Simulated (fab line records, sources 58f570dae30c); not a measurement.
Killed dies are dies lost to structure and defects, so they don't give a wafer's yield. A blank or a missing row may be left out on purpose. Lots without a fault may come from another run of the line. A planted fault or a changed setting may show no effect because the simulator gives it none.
Which tool did it? | flow berkeley_cmos170 | 12 lots, 36 wafers sampled, at 1 step of a route of 331

WHAT THE GAUGES READ, wafer by wafer
UCB170_V2_CD_MEAS_90: target cd 700 nm.
lot  | measured     | on        | cd_nm (nm)
L074 | day 9 06:47  | cd_sem-01 | 698.6 698.2 697.6
L078 | day 9 08:58  | cd_sem-01 | 699.2 700.0 699.5
L080 | day 9 20:36  | cd_sem-02 | 703.3 700.3 703.1
L081 | day 10 01:47 | cd_sem-01 | 699.3 699.1 699.7
L088 | day 11 06:10 | cd_sem-02 | 699.6 699.5 700.5
L086 | day 11 12:28 | cd_sem-02 | 698.6 698.6 698.1
L083 | day 11 13:37 | cd_sem-02 | 702.8 702.1 698.8
L094 | day 11 23:55 | cd_sem-01 | 701.7 701.4 702.3
L093 | day 12 07:42 | cd_sem-01 | 700.9 700.6 701.3
L091 | day 12 11:50 | cd_sem-01 | 701.0 700.5 700.7
L095 | day 12 18:41 | cd_sem-02 | 699.7 699.4 697.9
L097 | day 13 01:24 | cd_sem-02 | 697.3 696.3 698.8

WHICH TOOL RAN EACH LOT (tool, then ch and the chambers of the sampled wafers, then the start)
The record holds no process step before these readings.

THE ANSWER, worked out from the rows above alone
Rule: what is usual is taken from the lots themselves. Put in order of their means at a reading, lots are off if they are a third of the lots or fewer, leave a main group of 4 or more, and stand apart from it by a gap of 3 or more times the standard deviation of the main group's means; of several such gaps the widest counts. A main group whose means are all the same, to the digits that the tables above print for the reading, isn't used. A lot without any number at a reading at which 4 lots or more have one is off too. The other lots that the step has rows for count as sound.
No lot is off at any reading shown: from this, nothing can be told.

WHAT THE SIMULATOR HAD PUT IN
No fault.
